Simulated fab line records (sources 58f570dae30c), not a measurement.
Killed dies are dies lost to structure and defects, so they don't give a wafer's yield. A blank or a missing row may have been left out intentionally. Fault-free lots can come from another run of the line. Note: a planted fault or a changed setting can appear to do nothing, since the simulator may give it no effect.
fab line records ; flow berkeley-cmos170 ; part 1 of 2: steps 1 to 34 of 46
record: lots: 5; wafers: 15; last-day: 14
route steps=331 shown PWELL@42 WELLDRIVE@55 ACTIVE@60 PFIELD@79
lots that met no fault: from a run of the same line without faults
start-h: start of the lot's first displayed wafer, in hours after the record's first day ; wait-h: time in hours since the lot's previous step ; " same as the row above ; L1.1+2: a row that stands for several wafers ; - value missing, or start not given ; * or withheld: withheld ; < > ~ a bound
route shown NAME@n: a module of which the file shows steps, and the number in the route of the first ; usual: average and standard deviation across the fault-free wafers ; same: alike in all rows ; chamber/n: place in a boat ; sites: per-site readings ; _std_site: the standard deviation of these ; _edge_site: outer sites' mean less inner sites' ; radius-mm: how far each site lies from the wafer's centre ; mask NAME#n: copy n ; behind: the last tool/chamber to shape the wafer ; hold: why the lot went on hold/how many hours it stayed there/how the hold came to an end ; device: the transistor (n, p or np) that didn't switch ; end of line: the route-end tests of the same wafers ; a step with no rows: only its recipe ; killed: not the wafer's yield, but the dies lost to structure and defects at the first sort ; map: per-die view of a wafer (x killed, . not killed, _ where there is no die)
set.NAME: the setting the step ran with; set.NAME@STEP: the setting that earlier step ran with ; model.NAME: the simulator's own value behind a step, which no gauge read
a table for each step, a row for each wafer; lots at some steps of the route
services: a tool's chamber out of use, with start hour (start-h, from the record's first day; less than 0 if before it), hours out, and reason
== steps ==
step: UCB170_PWELL_COAT_08
recipe: resist: KrF; spin-rpm: 1500; resist-thk-nm: 900
lot.wafer;tool;chamber;start-h;wait-h
L075.2+3+5;litho-track-01;0;70.95;0.1
L077.2+3+4;litho-track-04;0;78.99;0.1
L080.4+5+6;litho-track-04;0;91.15;0.1
L096.3+4+6;litho-track-01;0;167.68;0.1
L097.3+4+6;litho-track-03;0;181.82;0.1
step: UCB170_PWELL_SOFTBAKE_09
recipe: resist: KrF; temp-c: 130; time-s: 60
lot.wafer;tool;chamber;start-h;wait-h
L075.2+3+5;litho-track-01;0;71.10;0.1
L077.2+3+4;litho-track-04;0;79.14;0.1
L080.4+5+6;litho-track-04;0;91.30;0.1
L096.3+4+6;litho-track-01;0;167.83;0.1
L097.3+4+6;litho-track-03;0;181.97;0.1
step: UCB170_PWELL_EXPOSE_10
recipe: mask-id: PWELL; target-cd-nm: 3000; na: 0.5; sigma-outer: 0.6; source-shape: conventional; dose-mj: 19
usual: exposure-dose-mJ-cm2: 18.996/0.019; focus-offset-nm: 0.0/0.53
lot.wafer;tool;chamber;start-h;wait-h;mask;exposure-dose-mJ-cm2;focus-offset-nm
L075.2;krf-scanner-02;0;71.43;0.3;PWELL#0;19.009;0.4
L075.3;krf-scanner-02;0;71.43;0.3;PWELL#0;18.970;0.0
L075.5;krf-scanner-02;0;71.43;0.3;PWELL#0;18.982;0.2
L077.2;krf-scanner-01;0;79.40;0.2;PWELL#0;18.976;-0.2
L077.3;krf-scanner-01;0;79.40;0.2;PWELL#0;19.001;-0.2
L077.4;krf-scanner-01;0;79.40;0.2;PWELL#0;18.975;0.0
L080.4;krf-scanner-02;0;91.68;0.3;PWELL#0;18.984;-0.1
L080.5;krf-scanner-02;0;91.68;0.3;PWELL#0;19.007;0.3
L080.6;krf-scanner-02;0;91.68;0.3;PWELL#0;19.001;-0.1
L096.3;krf-scanner-01;0;168.09;0.2;PWELL#0;19.005;0.1
L096.4;krf-scanner-01;0;168.09;0.2;PWELL#0;18.998;1.0
L096.6;krf-scanner-01;0;168.09;0.2;PWELL#0;19.016;0.8
L097.3;krf-scanner-02;0;182.14;0.2;PWELL#0;19.005;0.1
L097.4;krf-scanner-02;0;182.14;0.2;PWELL#0;18.995;0.2
L097.6;krf-scanner-02;0;182.14;0.2;PWELL#0;19.036;-0.2
step: UCB170_PWELL_PEB_11
recipe: peb-temp-c: 130; peb-time-s: withheld; resist: KrF
lot.wafer;tool;chamber;start-h;wait-h
L075.2+3+5;litho-track-03;0;71.58;0.1
L077.2+3+4;litho-track-04;0;79.74;0.3
L080.4+5+6;litho-track-04;0;92.01;0.3
L096.3+4+6;litho-track-01;0;168.53;0.4
L097.3+4+6;litho-track-04;0;182.31;0.2
step: UCB170_PWELL_DEVELOP_12
recipe: developer: TMAH; develop-time-s: 45; resist: KrF; dev-temp-c: 21
lot.wafer;tool;chamber;start-h;wait-h
L075.2+3+5;litho-track-03;0;-;-
L077.2+3+4;litho-track-04;0;-;-
L080.4+5+6;litho-track-04;0;-;-
L096.3+4+6;litho-track-01;0;-;-
L097.3+4+6;litho-track-04;0;-;-
step: UCB170_PWELL_OVL_MEAS_13
usual: PWELL_OVL: -3/6.1
lot.wafer;tool;chamber;start-h;wait-h;PWELL_OVL[nm]
L075.2;overlay-01;-;71.84;-;-5
L075.3;overlay-01;-;71.84;-;3
L075.5;overlay-01;-;71.84;-;2
L077.2;overlay-01;-;79.99;-;-2
L077.3;overlay-01;-;79.99;-;2
L077.4;overlay-01;-;79.99;-;-1
L080.4;overlay-01;-;92.23;-;-17
L080.5;overlay-01;-;92.23;-;0
L080.6;overlay-01;-;92.23;-;-13
L096.3;overlay-01;-;168.76;-;-4
L096.4;overlay-01;-;168.76;-;1
L096.6;overlay-01;-;168.76;-;-1
L097.3;overlay-01;-;182.55;-;2
L097.4;overlay-01;-;182.55;-;2
L097.6;overlay-01;-;182.55;-;5
step: UCB170_PWELL_ETCH_14
recipe: chemistry: CH3F/Ar/O2; target: Si3N4; stop-on: SiO2; CH3F_flow_sccm: 20; Ar_flow_sccm: 50; O2_flow_sccm: 7; pressure-mtorr: 50; rf-w: 450; target-depth-a: 2420; over-etch-frac: 0.1; time-s: 151
usual: drypump-motor-current-A: 5.8/0.4; oes-product-au: 0.935/0.015; throttle-valve-pct: 8.05/0.13
lot.wafer;tool;chamber;start-h;wait-h;drypump-motor-current-A;oes-product-au;rf-hours-counter-h;throttle-valve-pct
L075.2;rie-diel-02;1;71.87;0.0;6.0;0.931;13;8.14
L075.3;rie-diel-02;3;71.87;0.0;5.3;0.960;7;8.02
L075.5;rie-diel-02;3;71.87;0.0;5.3;0.952;-;8.02
L077.2;rie-diel-02;1;80.02;0.0;6.0;0.917;13;8.13
L077.3;rie-diel-02;3;80.02;0.0;5.3;0.940;8;8.02
L077.4;rie-diel-02;2;80.02;0.0;6.2;0.932;41;8.06
L080.4;rie-diel-02;3;92.25;0.0;5.3;0.951;8;8.00
L080.5;rie-diel-02;3;92.25;0.0;5.3;0.952;-;8.02
L080.6;rie-diel-02;2;92.25;0.0;6.2;0.940;-;8.05
L096.3;rie-diel-04;1;168.79;0.0;5.9;0.956;57;8.20
L096.4;rie-diel-04;0;168.79;0.0;6.4;0.957;-;7.99
L096.6;rie-diel-04;2;168.79;0.0;6.5;0.933;-;7.87
L097.3;rie-diel-02;2;182.57;0.0;6.3;0.949;46;8.06
L097.4;rie-diel-02;0;182.57;0.0;5.5;0.935;133;8.02
L097.6;rie-diel-02;2;182.57;0.0;6.3;0.939;-;8.06
step: UCB170_PWELL_IMPLANT_15
recipe: species: B; dose-cm2: 5e+12; energy-kev: 60; tilt-deg: 7
lot.wafer;tool;chamber;start-h;wait-h
L075.2+3+5;implanter-02;0;71.99;0.1
L077.2+3+4;implanter-02;0;80.15;0.1
L080.4+5+6;implanter-03;0;92.42;0.1
L096.3+4+6;implanter-03;0;168.94;0.1
L097.3+4+6;implanter-03;0;182.72;0.1
step: UCB170_PWELL_STRIP_16
recipe: chemistry: O2; power-w: 400; pressure-mtorr: 3500; platen-temp-c: withheld; o2-flow-sccm: 400; overash-fraction: 0.5
usual: drypump-motor-current-A: 5.7/0.48; oes-product-au: 0.720/0.0045; strip-time-to-endpoint-s: 18.08/0.085
lot.wafer;tool;chamber;start-h;wait-h;drypump-motor-current-A;oes-product-au;rf-hours-counter-h;strip-time-to-endpoint-s
L075.2;plasma-asher-02;0;72.12;0.1;5.0;0.718;35;18.17
L075.3;plasma-asher-02;1;72.12;0.1;5.8;0.722;-;18.05
L075.5;plasma-asher-02;0;72.12;0.1;5.0;0.718;-;18.09
L077.2;plasma-asher-02;1;80.27;0.1;5.9;0.717;36;18.10
L077.3;plasma-asher-02;1;80.27;0.1;5.9;0.721;-;18.09
L077.4;plasma-asher-02;0;80.27;0.1;5.0;0.718;-;18.04
L080.4;plasma-asher-01;1;92.53;0.1;6.0;0.721;-;18.19
L080.5;plasma-asher-01;0;92.53;0.1;6.1;0.717;-;18.18
L080.6;plasma-asher-01;1;92.53;0.1;6.0;0.712;-;18.06
L096.3;plasma-asher-02;0;169.07;0.1;5.0;0.718;-;18.11
L096.4;plasma-asher-02;1;169.07;0.1;5.8;0.719;-;18.05
L096.6;plasma-asher-02;0;169.07;0.1;5.0;0.718;-;18.12
L097.3;plasma-asher-03;0;182.86;0.1;6.1;0.726;-;18.03
L097.4;plasma-asher-03;1;182.86;0.1;4.9;0.716;-;18.12
L097.6;plasma-asher-03;1;182.86;0.1;4.9;0.722;-;18.00
step: UCB170_PWELL_TW_MEAS_17
usual: PWELL_TW: 379.5/2.6
lot.wafer;tool;chamber;start-h;wait-h;PWELL_TW
L075.2;film-metro-04;-;72.23;0.1;379.8
L075.3;film-metro-04;-;72.23;0.1;379.4
L075.5;film-metro-04;-;72.23;0.1;382.3
L077.2;film-metro-03;-;80.38;0.1;380.0
L077.3;film-metro-03;-;80.38;0.1;380.1
L077.4;film-metro-03;-;80.38;0.1;381.2
L080.4;film-metro-03;-;92.63;0.1;382.0
L080.5;film-metro-03;-;92.63;0.1;381.9
L080.6;film-metro-03;-;92.63;0.1;382.8
L096.3;film-metro-02;-;169.16;0.1;375.0
L096.4;film-metro-02;-;169.16;0.1;376.8
L096.6;film-metro-02;-;169.16;0.1;376.7
L097.3;film-metro-03;-;182.94;0.1;380.2
L097.4;film-metro-03;-;182.94;0.1;382.5
L097.6;film-metro-03;-;182.94;0.1;381.6
step: UCB170_PWELL_CLEAN_18
recipe: chemistry: SPM; temp-c: 120; time-s: 600
lot.wafer;tool;chamber;start-h;wait-h
L075.2+3+5;wet-bench-03;3;74.32;2.1
L077.2+3+4;wet-bench-04;3;80.43;0.0
L080.4+5+6;wet-bench-01;3;92.66;0.0
L096.3+4+6;wet-bench-03;1;169.25;0.1
L097.3+4+6;wet-bench-03;3;184.87;1.9
step: UCB170_PWELL_WET_ETCH_19
recipe: chemistry: H3PO4; target: Si3N4; temp-c: 160; time-s: 14400
lot.wafer;tool;chamber;start-h;wait-h
L075.2+3+5;wet-bench-03;1;74.68;0.2
L077.2+3+4;wet-bench-04;3;80.61;0.0
L080.4+5+6;wet-bench-01;0;93.04;0.2
L096.3+4+6;wet-bench-03;3;169.43;0.0
L097.3+4+6;wet-bench-03;2;185.22;0.2
step: UCB170_PWELL_WET_ETCH_20
recipe: chemistry: BOE; dilution: 5:1; target: SiO2; temp-c: 25; time-s: 22
lot.wafer;tool;chamber;start-h;wait-h
L075.2+3+5;wet-bench-04;2;78.69;0.0
L077.2+3+4;wet-bench-04;2;84.79;0.2
L080.4+5+6;wet-bench-01;2;97.67;0.3
L096.3+4+6;wet-bench-03;2;173.62;0.2
L097.3+4+6;wet-bench-03;3;189.23;0.0
step: UCB170_WELLDRIVE_CLEAN_00
recipe: chemistry: SPM; temp-c: 120; time-s: 600
lot.wafer;tool;chamber;start-h;wait-h
L075.2+3+5;wet-bench-03;3;78.71;0.0
L077.2+3+4;wet-bench-04;0;84.83;0.0
L080.4+5+6;wet-bench-01;0;97.71;0.0
L096.3+4+6;wet-bench-03;1;173.66;0.0
L097.3+4+6;wet-bench-03;3;189.24;0.0
step: UCB170_WELLDRIVE_OXIDATION_01
recipe: temp-c: 1100; ambient: O2; target-thk-a: 1990; ox-time-s: 9000
lot.wafer;tool;chamber;start-h;wait-h
L075.2+3+5;furnace-01;0;84.00;5.1
L077.2+3+4;furnace-02;0;89.70;4.7
L080.4+5+6;furnace-04;0;101.78;3.9
L096.3+4+6;furnace-02;0;179.90;6.1
L097.3+4+6;furnace-02;0;194.92;5.5
step: UCB170_WELLDRIVE_THK_MEAS_02
recipe: reads: SiO2_of_WELLDRIVE_OXIDATION_01
usual: WELLDRIVE_OXIDE_THK: 201/3.3
lot.wafer;tool;chamber;start-h;wait-h;WELLDRIVE_OXIDE_THK[nm]
L075.2;film-metro-03;-;87.51;0.0;194
L075.3;film-metro-03;-;87.51;0.0;197
L075.5;film-metro-03;-;87.51;0.0;197
L077.2;film-metro-01;-;93.21;0.0;203
L077.3;film-metro-01;-;93.21;0.0;200
L077.4;film-metro-01;-;93.21;0.0;206
L080.4;film-metro-01;-;105.31;0.0;203
L080.5;film-metro-01;-;105.31;0.0;206
L080.6;film-metro-01;-;105.31;0.0;205
L096.3;film-metro-01;-;183.42;0.0;199
L096.4;film-metro-01;-;183.42;0.0;201
L096.6;film-metro-01;-;183.42;0.0;197
L097.3;film-metro-01;-;198.44;0.0;201
L097.4;film-metro-01;-;198.44;0.0;200
L097.6;film-metro-01;-;198.44;0.0;203
step: UCB170_WELLDRIVE_ANNEAL_03
recipe: temp-c: 1100; time-s: 900; ambient: N2
lot.wafer;tool;chamber;start-h;wait-h
L075.2+3+5;furnace-01;0;93.42;5.9
L077.2+3+4;furnace-01;0;93.42;0.2
L080.4+5+6;furnace-02;0;109.92;4.6
L096.3+4+6;furnace-01;0;188.51;5.1
L097.3+4+6;furnace-01;0;205.06;6.6
step: UCB170_WELLDRIVE_WET_ETCH_04
recipe: chemistry: BOE; dilution: 5:1; target: SiO2; temp-c: 25; time-s: 120
lot.wafer;tool;chamber;start-h;wait-h
L075.2+3+5;wet-bench-04;2;96.75;2.1
L077.2+3+4;wet-bench-04;1;96.75;2.1
L080.4+5+6;wet-bench-01;1;111.17;0.0
L096.3+4+6;wet-bench-03;2;189.76;0.0
L097.3+4+6;wet-bench-01;1;207.77;1.5
step: UCB170_ACTIVE_CLEAN_00
recipe: chemistry: SPM; temp-c: 120; time-s: 600
lot.wafer;tool;chamber;start-h;wait-h
L075.2+3+5;wet-bench-03;3;97.55;0.8
L077.2+3+4;wet-bench-03;2;97.55;0.8
L080.4+5+6;wet-bench-01;3;111.21;0.0
L096.3+4+6;wet-bench-03;3;189.81;0.0
L097.3+4+6;wet-bench-01;2;207.83;0.0
step: UCB170_ACTIVE_CLEAN_01
recipe: chemistry: dHF; dilution: 25:1; time-s: 60
lot.wafer;tool;chamber;start-h;wait-h
L075.2+3+5;wet-bench-01;0;97.90;0.2
L077.2+3+4;wet-bench-01;2;97.90;0.2
L080.4+5+6;wet-bench-01;3;111.56;0.2
L096.3+4+6;wet-bench-03;2;190.00;0.0
L097.3+4+6;wet-bench-01;0;208.21;0.2
step: UCB170_ACTIVE_OXIDATION_02
recipe: temp-c: 1000; ambient: O2; target-thk-a: 264; ox-time-s: 1260
lot.wafer;tool;chamber;start-h;wait-h
L075.2+3+5;furnace-01;0;102.18;4.3
L077.2+3+4;furnace-01;0;102.18;4.3
L080.4+5+6;furnace-02;0;116.02;4.4
L096.3+4+6;furnace-01;0;194.96;4.9
L097.3+4+6;furnace-02;0;213.27;5.0
step: UCB170_ACTIVE_THK_MEAS_03
recipe: reads: SiO2_of_ACTIVE_OXIDATION_02
usual: ACTIVE_OXIDE_THK: 26.5/0.48
lot.wafer;tool;chamber;start-h;wait-h;ACTIVE_OXIDE_THK[nm]
L077.2;film-metro-02;-;103.54;0.0;25.7
L077.3;film-metro-02;-;103.54;0.0;26.3
L077.4;film-metro-02;-;103.54;0.0;26.0
L075.2;film-metro-04;-;103.60;0.1;26.8
L075.3;film-metro-04;-;103.60;0.1;27.0
L075.5;film-metro-04;-;103.60;0.1;27.1
L080.4;film-metro-01;-;117.46;0.1;26.3
L080.5;film-metro-01;-;117.46;0.1;26.3
L080.6;film-metro-01;-;117.46;0.1;26.6
L096.3;film-metro-01;-;196.33;0.0;26.2
L096.4;film-metro-01;-;196.33;0.0;26.2
L096.6;film-metro-01;-;196.33;0.0;26.1
L097.3;film-metro-01;-;214.64;0.0;26.1
L097.4;film-metro-01;-;214.64;0.0;26.0
L097.6;film-metro-01;-;214.64;0.0;25.8
step: UCB170_ACTIVE_ANNEAL_04
recipe: temp-c: 1000; time-s: 900; ambient: N2
lot.wafer;tool;chamber;start-h;wait-h
L075.2+3+5;furnace-02;0;107.42;3.8
L077.2+3+4;furnace-02;0;107.42;3.9
L080.4+5+6;furnace-04;0;120.73;3.3
L096.3+4+6;furnace-04;0;197.94;1.6
L097.3+4+6;furnace-04;0;219.83;5.2
step: UCB170_ACTIVE_CVD_05
recipe: material: Si3N4; target-thk-nm: 220; temp-c: 800; precursor: SiH2Cl2/NH3; time-s: 3300; pressure-mtorr: 200; sih2cl2-flow-sccm: 25; nh3-flow-sccm: 75
lot.wafer;tool;chamber;start-h;wait-h
L075.2+3+5;lpcvd-01;0;108.67;0.0
L077.2+3+4;lpcvd-01;0;108.67;0.0
L080.4+5+6;lpcvd-02;0;121.98;0.0
L096.3+4+6;lpcvd-01;0;199.19;0.0
L097.3+4+6;lpcvd-01;0;221.08;0.0
step: UCB170_ACTIVE_THK_MEAS_06
recipe: reads: Si3N4_of_ACTIVE_CVD_05
usual: ACTIVE_NITRIDE_THK: 220.6/2.1
lot.wafer;tool;chamber;start-h;wait-h;ACTIVE_NITRIDE_THK[nm]
L075.2;film-metro-02;-;110.66;0.1;221.4
L075.3;film-metro-02;-;110.66;0.1;220.8
L075.5;film-metro-02;-;110.66;0.1;220.9
L077.2;film-metro-04;-;110.67;0.1;221.6
L077.3;film-metro-04;-;110.67;0.1;224.0
L077.4;film-metro-04;-;110.67;0.1;222.6
L080.4;film-metro-01;-;124.88;0.0;224.6
L080.5;film-metro-01;-;124.88;0.0;223.9
L080.6;film-metro-01;-;124.88;0.0;223.7
L096.3;film-metro-02;-;201.13;0.0;219.2
L096.4;film-metro-02;-;201.13;0.0;219.7
L096.6;film-metro-02;-;201.13;0.0;218.1
L097.3;film-metro-04;-;223.01;0.0;220.0
L097.4;film-metro-04;-;223.01;0.0;221.4
L097.6;film-metro-04;-;223.01;0.0;221.3
step: UCB170_ACTIVE_HMDS_07
recipe: prime-time-s: 60; prime-temp-c: 100
lot.wafer;tool;chamber;start-h;wait-h
L075.2+3+5;litho-track-04;0;110.85;0.2
L077.2+3+4;litho-track-03;0;111.12;0.4
L080.4+5+6;litho-track-04;0;124.99;0.1
L096.3+4+6;litho-track-02;0;201.22;0.1
L097.3+4+6;litho-track-03;0;223.10;0.1
step: UCB170_ACTIVE_COAT_08
recipe: resist: KrF; spin-rpm: 1500; resist-thk-nm: 900
lot.wafer;tool;chamber;start-h;wait-h
L075.2+3+5;litho-track-04;0;111.00;0.1
L077.2+3+4;litho-track-03;0;111.27;0.1
L080.4+5+6;litho-track-04;0;125.14;0.1
L096.3+4+6;litho-track-02;0;201.37;0.1
L097.3+4+6;litho-track-03;0;223.25;0.1
step: UCB170_ACTIVE_SOFTBAKE_09
recipe: resist: KrF; temp-c: 130; time-s: 60
lot.wafer;tool;chamber;start-h;wait-h
L075.2+3+5;litho-track-04;0;111.15;0.1
L077.2+3+4;litho-track-03;0;111.42;0.1
L080.4+5+6;litho-track-04;0;125.29;0.1
L096.3+4+6;litho-track-02;0;201.52;0.1
L097.3+4+6;litho-track-03;0;223.40;0.1
step: UCB170_ACTIVE_EXPOSE_10
recipe: mask-id: ACTIVE; target-cd-nm: 1200; na: 0.5; sigma-outer: 0.6; source-shape: conventional; dose-mj: 20
usual: exposure-dose-mJ-cm2: 19.990/0.021; focus-offset-nm: 0.0/0.52
lot.wafer;tool;chamber;start-h;wait-h;mask;exposure-dose-mJ-cm2;focus-offset-nm
L075.2;krf-scanner-02;0;111.35;0.2;ACTIVE#0;19.994;-0.1
L075.3;krf-scanner-02;0;111.35;0.2;ACTIVE#0;19.967;0.2
L075.5;krf-scanner-02;0;111.35;0.2;ACTIVE#0;19.978;-0.3
L077.2;krf-scanner-02;0;111.56;0.1;ACTIVE#0;20.011;0.0
L077.3;krf-scanner-02;0;111.56;0.1;ACTIVE#0;20.010;1.1
L077.4;krf-scanner-02;0;111.56;0.1;ACTIVE#0;20.004;0.2
L080.4;krf-scanner-01;0;125.66;0.3;ACTIVE#0;19.995;-0.6
L080.5;krf-scanner-01;0;125.66;0.3;ACTIVE#0;19.982;-1.1
L080.6;krf-scanner-01;0;125.66;0.3;ACTIVE#0;20.009;-0.7
L096.3;krf-scanner-01;0;201.90;0.4;ACTIVE#0;19.979;0.0
L096.4;krf-scanner-01;0;201.90;0.4;ACTIVE#0;19.982;0.4
L096.6;krf-scanner-01;0;201.90;0.4;ACTIVE#0;19.974;0.6
L097.3;krf-scanner-02;0;223.54;0.1;ACTIVE#0;19.991;0.0
L097.4;krf-scanner-02;0;223.54;0.1;ACTIVE#0;20.029;-0.2
L097.6;krf-scanner-02;0;223.54;0.1;ACTIVE#0;19.996;0.4
step: UCB170_ACTIVE_PEB_11
recipe: peb-temp-c: 130; peb-time-s: withheld; resist: KrF
lot.wafer;tool;chamber;start-h;wait-h
L075.2+3+5;litho-track-02;0;111.90;0.5
L077.2+3+4;litho-track-02;0;112.18;0.6
L080.4+5+6;litho-track-04;0;125.79;0.1
L096.3+4+6;litho-track-03;0;202.12;0.2
L097.3+4+6;litho-track-03;0;224.00;0.4
step: UCB170_ACTIVE_DEVELOP_12
recipe: developer: TMAH; develop-time-s: 45; resist: KrF; dev-temp-c: 21
lot.wafer;tool;chamber;start-h;wait-h
L075.2+3+5;litho-track-02;0;-;-
L077.2+3+4;litho-track-02;0;-;-
L080.4+5+6;litho-track-04;0;-;-
L096.3+4+6;litho-track-03;0;-;-
L097.3+4+6;litho-track-03;0;-;-
step: UCB170_ACTIVE_CD_MEAS_13
recipe: target-cd-nm: 1200
usual: cd-nm: 1199.6/1.3
lot.wafer;tool;chamber;start-h;wait-h;cd-nm
L075.2;cd-sem-01;-;112.17;-;1200.0
L075.3;cd-sem-01;-;112.17;-;1200.4
L075.5;cd-sem-01;-;112.17;-;1198.3
L077.2;cd-sem-02;-;112.45;-;1197.7
L077.3;cd-sem-02;-;112.45;-;1198.2
L077.4;cd-sem-02;-;112.45;-;1197.3
L080.4;cd-sem-02;-;126.05;-;1200.4
L080.5;cd-sem-02;-;126.05;-;1198.8
L080.6;cd-sem-02;-;126.05;-;1199.8
L096.3;cd-sem-02;-;202.38;-;1201.0
L096.4;cd-sem-02;-;202.38;-;1200.4
L096.6;cd-sem-02;-;202.38;-;1201.4
L097.3;cd-sem-01;-;224.27;-;1196.2
L097.4;cd-sem-01;-;224.27;-;1198.6
L097.6;cd-sem-01;-;224.27;-;1198.2
step: UCB170_ACTIVE_OVL_MEAS_14
usual: ACTIVE_OVL: -4/6.1
lot.wafer;tool;chamber;start-h;wait-h;ACTIVE_OVL[nm]
L075.2;overlay-01;-;112.28;0.1;-12
L075.3;overlay-01;-;112.28;0.1;-12
L075.5;overlay-01;-;112.28;0.1;-14
L077.2;overlay-02;-;112.56;0.1;-12
L077.3;overlay-02;-;112.56;0.1;-11
L077.4;overlay-02;-;112.56;0.1;-14
L080.4;overlay-02;-;126.13;0.1;10
L080.5;overlay-02;-;126.13;0.1;13
L080.6;overlay-02;-;126.13;0.1;4
L096.3;overlay-01;-;202.48;0.1;-3
L096.4;overlay-01;-;202.48;0.1;5
L096.6;overlay-01;-;202.48;0.1;-1
L097.3;overlay-02;-;224.36;0.1;-3
L097.4;overlay-02;-;224.36;0.1;-11
L097.6;overlay-02;-;224.36;0.1;-8
step: UCB170_ACTIVE_ETCH_15
recipe: chemistry: CH3F/Ar/O2; target: Si3N4; stop-on: SiO2; CH3F_flow_sccm: 20; Ar_flow_sccm: 50; O2_flow_sccm: 7; pressure-mtorr: 50; rf-w: 450; target-depth-a: 2420; over-etch-frac: 0.1; time-s: 151
usual: drypump-motor-current-A: 5.7/0.51; oes-product-au: 0.938/0.012; throttle-valve-pct: 8.09/0.12
lot.wafer;tool;chamber;start-h;wait-h;drypump-motor-current-A;oes-product-au;rf-hours-counter-h;throttle-valve-pct
L075.2;rie-diel-01;3;112.31;0.0;5.6;0.916;129;8.16
L075.3;rie-diel-01;0;112.31;0.0;5.2;0.939;155;8.02
L075.5;rie-diel-01;1;112.31;0.0;5.8;0.940;-;8.27
L077.2;rie-diel-03;3;112.59;0.0;5.8;0.946;46;8.06
L077.3;rie-diel-03;1;112.59;0.0;5.2;0.959;153;8.07
L077.4;rie-diel-03;1;112.59;0.0;5.3;0.958;-;8.09
L080.4;rie-diel-03;3;126.15;0.0;5.8;0.954;47;8.07
L080.5;rie-diel-03;3;126.15;0.0;5.8;0.949;-;8.05
L080.6;rie-diel-03;2;126.15;0.0;4.8;0.962;-;8.30
L096.3;rie-diel-01;2;202.50;0.0;5.5;0.917;50;7.78
L096.4;rie-diel-01;3;202.50;0.0;5.7;0.911;132;8.15
L096.6;rie-diel-01;0;202.50;0.0;5.3;0.933;-;8.02
L097.3;rie-diel-01;0;224.39;0.0;5.3;0.929;3;8.01
L097.4;rie-diel-01;2;224.39;0.0;5.5;0.916;52;7.79
L097.6;rie-diel-01;1;224.39;0.0;5.8;0.941;-;8.27
